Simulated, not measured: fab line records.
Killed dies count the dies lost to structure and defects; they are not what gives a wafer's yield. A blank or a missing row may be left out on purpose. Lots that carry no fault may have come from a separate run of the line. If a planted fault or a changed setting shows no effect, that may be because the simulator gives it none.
2 desks, one fault + flow rit-cmos + only its own numbers are on each desk; what lay behind them is given at the end

THE METROLOGY DESK
Means of the sampled wafers that have a number, per lot and without regard to the tool the lot ran on: this is what the gauges read. The brackets show how far a lot's mean lies from the usual mean; more than 4 standard deviations puts the lot out of limits, marked OUT.
Columns: A = FIELD_OXIDE_LEFT_2_THK at RIT_FOX2_THK_MEAS_91, usual 254 nm; B = GATE_OXIDE_THK at RIT_GATE_THK_MEAS_07, usual 3.00 nm; C = GATE_POLY_THK at RIT_GATE_THK_MEAS_09, usual 248.5 nm; D = cd-nm at RIT_GATE_CD_MEAS_16, usual 151 nm; E = GATE_OVL at RIT_GATE_OVL_MEAS_17, usual 1.3 nm
| lot  | first seen here | A   | B    | C     | D   | E   |
|------|-----------------|-----|------|-------|-----|-----|
| L841 | day 3 01:59     | 260 | 3.03 | 247.4 | 150 | 0.7 |
| L848 | day 4 13:36     | 256 | 2.95 | 249.5 | 157 | 0.4 |
| L851 | day 5 01:14     | 255 | 2.96 | 248.8 | 153 | 1.0 |
| L852 | day 5 04:43     | 246 | 3.08 | 247.8 | 157 | 1.1 |
| L854 | day 5 12:56     | 247 | 2.94 | 247.2 | 161 | 0.5 |
| L860 | day 6 22:37     | 262 | 2.99 | 247.9 | 148 | 2.0 |
| L862 | day 7 09:55     | 254 | 3.11 | 247.6 | 147 | 0.8 |
This desk found nothing out of limits on any of the 7 lots.

TOOL OWNER'S DESK, litho-track-02
The tool's own readings at RIT_GATE_COAT_11 (resist thk 850 nm): means of the sampled wafers that have a number, for each lot that ran on this tool. The brackets show how far a lot's mean lies from the usual mean; more than 4 standard deviations puts the lot out of limits, marked OUT.
Columns: A = dispense-pressure-kPa at RIT_GATE_COAT_11, usual 47.2 kPa; B = spin-speed-rpm at RIT_GATE_COAT_11, usual 4249.9 rpm
| lot  | first seen here | A    | B                        |
|------|-----------------|------|--------------------------|
| L841 | day 3 11:59     | 46.7 | 4250.8                   |
| L848 | day 4 18:53     | 46.6 | 4250.6                   |
| L851 | day 5 05:58     | 46.6 | 3992.5 (-99 or more) OUT |
| L852 | day 5 10:20     | 46.6 | 3991.9 (-99 or more) OUT |
| L854 | day 5 22:43     | 46.6 | 3995.8 (-99 or more) OUT |
This desk finds L851, L852, L854 out of limits, L851 being first, at day 5 05:58 (spin-speed-rpm at RIT_GATE_COAT_11). Within limits: L841, L848.

BROUGHT TOGETHER
At day 5 05:58, on L851, L852, L854, the tool owner's desk was in a position to raise an alarm.
Nothing out of limits was seen by the metrology desk.
The metrology desk has L851, L852, L854 on record, within its limits.
The lots listed all ran RIT_GATE_COAT_11 on litho-track-02.

WHAT WAS PUT IN BY THE SIMULATOR
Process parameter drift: litho-track-02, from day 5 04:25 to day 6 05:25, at RIT_GATE_COAT_11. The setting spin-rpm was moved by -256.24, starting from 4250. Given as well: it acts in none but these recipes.
Shown lots that were struck: L851, L852, L854.
Each desk's first reading out of limits, in hours after the fault started: the tool owner's desk, 2.
